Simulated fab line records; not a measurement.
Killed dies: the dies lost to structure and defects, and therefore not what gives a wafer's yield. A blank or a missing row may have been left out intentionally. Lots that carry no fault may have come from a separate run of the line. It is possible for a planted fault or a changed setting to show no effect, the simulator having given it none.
fab line records ; flow ritCmos
record lots=6; wafers=18; lastDay=7
route steps=202 shown GATE@76 FOX2@80 M1@202
lots untouched by any fault: they come from a run of this same line in which no faults occurred
startH: hours from the record's opening day to when the first of the lot's shown wafers began ; waitH: time in hours since the lot's previous step ; " same as the row above ; L1.1+2: one row covering several wafers at once ; - either no value or no given start ; * or withheld: withheld ; < > ~ a bound
route shown NAME@n: NAME is a module with steps in the file, n the number in the route of the first one ; usual: the fault-free wafers' mean and standard deviation ; same: alike in all rows ; chamber/n: place in a boat ; sites: each site's reading ; _std_site: the standard deviation of these ; _edge_site: the outer-site mean with the inner-site mean subtracted ; radiusMm: how far each site lies from the wafer's centre ; mask NAME#n: copy n ; behind: the tool/chamber that last shaped the wafer ; hold: what put the lot on hold/how long, in hours/how the hold closed ; device: the transistor (n, p or np) that didn't switch ; end of line: the same wafers' tests at the end of the route ; for a step that has no rows: nothing shown but its recipe ; killed: count of dies lost to structure and defects at first sort (not the wafer's yield) ; map: a wafer's dies, x killed, . not, _ none there
set.NAME: the run value of the setting; set.NAME@STEP: its run value at that earlier step ; model.NAME: the simulator's own value behind a step, which no gauge read
lots at some steps of the route; a table a step, a row a wafer
## steps
# step RIT_GATE_CLEAN_01
# recipe chemistry=SC1; mix=3:3:50; timeS=600; tempC=75
# step RIT_GATE_CLEAN_02
# recipe chemistry=dHF; dilution=50:1; timeS=30
# step RIT_GATE_CLEAN_03
# recipe chemistry=SC2; mix=3:3:50; timeS=600; tempC=75; dry=n2Spin
# step RIT_GATE_CLEAN_04
# recipe chemistry=dHF; dilution=50:1; timeS=60; dry=n2Spin
# step RIT_FOX2_THK_MEAS_91
# recipe reads=SiO2_of_FOX2_OXIDATION_00
# usual FIELD_OXIDE_LEFT_2_THK=257/5.6
lot.wafer;tool;chamber;startH;waitH;FIELD_OXIDE_LEFT_2_THK[nm]
L642.1;filmMetro-03;-;49.94;0.0;258
L642.2;filmMetro-03;-;49.94;0.0;253
L642.3;filmMetro-03;-;49.94;0.0;258
L643.2;filmMetro-02;-;53.09;0.0;256
L643.3;filmMetro-02;-;53.09;0.0;260
L643.6;filmMetro-02;-;53.09;0.0;261
L647.2;filmMetro-03;-;92.37;0.0;253
L647.5;filmMetro-03;-;92.37;0.0;260
L647.6;filmMetro-03;-;92.37;0.0;253
L649.1;filmMetro-03;-;98.53;0.0;252
L649.3;filmMetro-03;-;98.53;0.0;248
L649.6;filmMetro-03;-;98.53;0.0;249
L658.3;filmMetro-04;-;130.07;0.0;262
L658.4;filmMetro-04;-;130.07;0.0;261
L658.6;filmMetro-04;-;130.07;0.0;259
L662.1;filmMetro-02;-;144.09;0.0;242
L662.3;filmMetro-02;-;144.09;0.0;246
L662.5;filmMetro-02;-;144.09;0.0;254
# step RIT_GATE_OXIDATION_05
# recipe tempC=900; ambient=O2; targetThkA=30; oxTimeS=270
# step RIT_GATE_ANNEAL_06
# recipe tempC=900; timeS=600; ambient=N2O
# step RIT_GATE_THK_MEAS_07
# recipe reads=SiO2_of_GATE_OXIDATION_05
# usual GATE_OXIDE_THK=3.02/0.057
lot.wafer;tool;chamber;startH;waitH;GATE_OXIDE_THK[nm]
L642.1;filmMetro-03;-;66.33;0.0;3.02
L642.2;filmMetro-03;-;66.33;0.0;3.02
L642.3;filmMetro-03;-;66.33;0.0;3.00
L643.2;filmMetro-03;-;74.92;0.0;3.00
L643.3;filmMetro-03;-;74.92;0.0;3.04
L643.6;filmMetro-03;-;74.92;0.0;2.95
L647.2;filmMetro-04;-;97.65;0.0;2.94
L647.5;filmMetro-04;-;97.65;0.0;3.08
L647.6;filmMetro-04;-;97.65;0.0;3.00
L649.1;filmMetro-02;-;108.28;0.0;3.02
L649.3;filmMetro-02;-;108.28;0.0;3.03
L649.6;filmMetro-02;-;108.28;0.0;3.12
L658.3;filmMetro-03;-;131.99;0.0;2.93
L658.4;filmMetro-03;-;131.99;0.0;2.96
L658.6;filmMetro-03;-;131.99;0.0;2.86
L662.1;filmMetro-04;-;145.53;0.1;3.06
L662.3;filmMetro-04;-;145.53;0.1;2.98
L662.5;filmMetro-04;-;145.53;0.1;3.00
# step RIT_GATE_CVD_08
# recipe material=poly-Si; targetThkNm=250; tempC=610; precursor=SiH4; timeS=2220; pressureMtorr=300; sih4FlowSccm=100
# step RIT_GATE_THK_MEAS_09
# recipe reads=poly-Si_of_GATE_CVD_08
# usual GATE_POLY_THK=250.7/1.8
lot.wafer;tool;chamber;startH;waitH;GATE_POLY_THK[nm]
L642.1;filmMetro-04;-;68.01;0.0;253.3
L642.2;filmMetro-04;-;68.01;0.0;254.5
L642.3;filmMetro-04;-;68.01;0.0;254.6
L643.2;filmMetro-03;-;76.60;0.0;250.6
L643.3;filmMetro-03;-;76.60;0.0;252.1
L643.6;filmMetro-03;-;76.60;0.0;250.9
L647.2;filmMetro-04;-;99.33;0.0;247.4
L647.5;filmMetro-04;-;99.33;0.0;249.3
L647.6;filmMetro-04;-;99.33;0.0;248.0
L649.1;filmMetro-04;-;110.49;0.0;253.3
L649.3;filmMetro-04;-;110.49;0.0;252.1
L649.6;filmMetro-04;-;110.49;0.0;251.3
L658.3;filmMetro-03;-;133.67;0.0;248.2
L658.4;filmMetro-03;-;133.67;0.0;247.0
L658.6;filmMetro-03;-;133.67;0.0;245.7
L662.1;filmMetro-04;-;147.20;0.0;249.8
L662.3;filmMetro-04;-;147.20;0.0;251.9
L662.5;filmMetro-04;-;147.20;0.0;248.8
# step RIT_GATE_HMDS_10
# recipe primeTimeS=60; primeTempC=140
# step RIT_GATE_COAT_11
# recipe resist=NOVOLAK; spinRpm=4250; resistThkNm=850
# step RIT_GATE_SOFTBAKE_12
# recipe resist=NOVOLAK; tempC=90; timeS=60
# usual heaterPowerTotalW=34.57/0.051; runLengthS=89.17/0.16
lot.wafer;tool;chamber;startH;waitH;heaterPowerTotalW;runLengthS
L642.1;lithoTrack-03;0;68.37;0.1;34.60;89.17
L642.2;lithoTrack-03;0;68.37;0.1;34.46;89.10
L642.3;lithoTrack-03;0;68.37;0.1;34.49;89.14
L643.2;lithoTrack-02;0;76.97;0.1;34.49;88.94
L643.3;lithoTrack-02;0;76.97;0.1;34.51;89.01
L643.6;lithoTrack-02;0;76.97;0.1;34.63;88.99
L647.2;lithoTrack-03;0;99.70;0.1;35.74;82.25
L647.5;lithoTrack-03;0;99.70;0.1;35.75;82.26
L647.6;lithoTrack-03;0;99.70;0.1;35.74;82.22
L649.1;lithoTrack-03;0;110.85;0.1;35.80;82.26
L649.3;lithoTrack-03;0;110.85;0.1;35.69;82.39
L649.6;lithoTrack-03;0;110.85;0.1;35.85;82.25
L658.3;lithoTrack-02;0;134.35;0.1;34.47;88.91
L658.4;lithoTrack-02;0;134.35;0.1;34.56;89.02
L658.6;lithoTrack-02;0;134.35;0.1;34.48;88.95
L662.1;lithoTrack-04;0;147.56;0.1;34.57;89.23
L662.3;lithoTrack-04;0;147.56;0.1;34.63;89.38
L662.5;lithoTrack-04;0;147.56;0.1;34.55;89.17
# step RIT_GATE_EXPOSE_13
# recipe maskId=M6; na=0.6; sourceShape=conventional; sigmaOuter=0.6; targetCdNm=150; doseMj=380
# step RIT_M1_PROBE_99
# usual killed_at_M0_to_M3=0.0/0.083; killedAtContacts=0.1/0.23; killedAtFrontEnd=6.7/2.9; killedDies=6.8/2.9; killedOpen=3.5/2.1; killedShort=3.2/1.9
# same grossDies=264; killed_at_M4_up=0; killedAtBackSide=0; killedAtOther=0
lot.wafer;tool;chamber;startH;waitH;killed_at_M0_to_M3;killedAtContacts;killedAtFrontEnd;killedDies;killedOpen;killedShort
L642.1;prober-01;-;94.47;0.1;1;0;7;8;7;1
L642.2;prober-01;-;94.52;0.1;0;0;4;4;3;1
L642.3;prober-01;-;94.57;0.2;0;0;3;3;1;2
L643.2;prober-02;-;98.77;0.1;0;0;6;6;4;2
L643.3;prober-02;-;98.82;0.2;0;0;12;12;7;5
L643.6;prober-02;-;98.97;0.2;0;0;3;3;3;0
L647.2;prober-02;-;126.58;0.1;0;1;8;9;3;6
L647.5;prober-02;-;126.73;0.2;0;0;7;7;5;2
L647.6;prober-02;-;126.78;0.2;0;0;10;10;9;1
L649.1;prober-01;-;134.37;0.1;0;0;5;5;0;5
L649.3;prober-01;-;134.47;0.2;0;0;4;4;3;1
L649.6;prober-01;-;134.62;0.2;0;0;4;4;2;2
L658.3;prober-02;-;158.60;0.2;0;0;8;8;5;3
L658.4;prober-02;-;158.65;0.2;0;0;2;2;2;0
L658.6;prober-02;-;158.75;0.2;0;0;6;6;4;2
L662.1;prober-01;-;171.66;0.1;0;0;12;12;8;4
L662.3;prober-01;-;171.76;0.2;0;0;6;6;3;3
L662.5;prober-01;-;171.86;0.2;0;0;7;7;5;2
# killed by level:class
L642.1 GATE:geometricParticle:open=4 REOX:geometricParticle:open=2 SPACER:geometricParticle:open=1 M1:geometricParticle:short=1
L642.2 SPACER:geometricParticle:open=2 GATE:geometricParticle:open=1 REOX:geometricParticle:short=1
L642.3 FOX1:geometricParticle:open=1 REOX:geometricParticle:short=1 SILICIDE:geometricParticle:short=1
L643.2 GATE:geometricParticle:open=2 SPACER:geometricParticle:open=2 GATE:geometricParticle:short=1 SPACER:geometricParticle:short=1
L643.3 GATE:geometricParticle:open=3 GATE:geometricParticle:short=3 SPACER:geometricParticle:open=2 SPACER:geometricParticle:short=2 FOX1:geometricParticle:open=1 FOX2:geometricParticle:open=1
L643.6 FOX1:geometricParticle:open=1 FOX2:geometricParticle:open=1 GATE:geometricParticle:open=1
L647.2 REOX:geometricParticle:short=3 SPACER:geometricParticle:open=1 REOX:geometricParticle:open=1 SPACER:geometricParticle:short=1 SILICIDE:geometricParticle:open=1 SILICIDE:geometricParticle:short=1 CONTACT:geometricParticle:short=1
L647.5 REOX:geometricParticle:open=4 FOX2:geometricParticle:open=1 SPACER:geometricParticle:short=1 SILICIDE:geometricParticle:short=1
L647.6 SPACER:geometricParticle:open=5 GATE:geometricParticle:open=4 SPACER:geometricParticle:short=1
L649.1 GATE:geometricParticle:short=3 SPACER:geometricParticle:short=1 SILICIDE:geometricParticle:short=1
L649.3 GATE:geometricParticle:open=2 FOX1:geometricParticle:open=1 FOX2:geometricParticle:short=1
L649.6 GATE:geometricParticle:short=2 FOX1:geometricParticle:open=1 GATE:geometricParticle:open=1
L658.3 SILICIDE:geometricParticle:open=3 FOX1:geometricParticle:open=2 ACTIVE:geometricParticle:short=1 GATE:geometricParticle:short=1 REOX:geometricParticle:short=1
L658.4 SILICIDE:geometricParticle:open=2
L658.6 SILICIDE:geometricParticle:open=2 FOX1:geometricParticle:open=1 GATE:geometricParticle:short=1 REOX:geometricParticle:open=1 SPACER:geometricParticle:short=1
L662.1 SPACER:geometricParticle:open=4 GATE:geometricParticle:open=2 FOX1:geometricParticle:short=1 FOX1:geometricParticle:open=1 GATE:geometricParticle:short=1 REOX:geometricParticle:open=1 REOX:geometricParticle:short=1 SPACER:geometricParticle:short=1
L662.3 SPACER:geometricParticle:open=2 SPACER:geometricParticle:short=2 REOX:geometricParticle:open=1 SILICIDE:geometricParticle:short=1
L662.5 SILICIDE:geometricParticle:open=3 GATE:geometricParticle:open=1 REOX:geometricParticle:short=1 SPACER:geometricParticle:open=1 SPACER:geometricParticle:short=1
## key
firstSign step=RIT_GATE_SOFTBAKE_12; reading=runLengthS; direction=down; sigmas=43; usual=*; struck=*
effect step=RIT_GATE_SOFTBAKE_12; reading=heaterPowerTotalW; direction=up; sigmas=23; usual=34.57; struck=35.76
metAt RIT_GATE_SOFTBAKE_12
struckWafers L647.2,L647.5,L647.6,L649.1,L649.3,L649.6
testerLeftOut L647,L649
onsetBetween 68.37 99.70
fault kind=processParameterDrift; tool=lithoTrack-03; chamber=-; onsetH=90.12; steps=RIT_GATE_SOFTBAKE_12; channel=timeS; offset=*; shape=step; endH=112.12; actsIn=*; stated=*
# testerLeftOut: of these lots the tester's yield and bins aren't shown, on N5 and GAA mostly nor the transistor test; their killed dies are dies lost to structure and defects alone, not to doping, threshold or leakage, so they don't give the yield
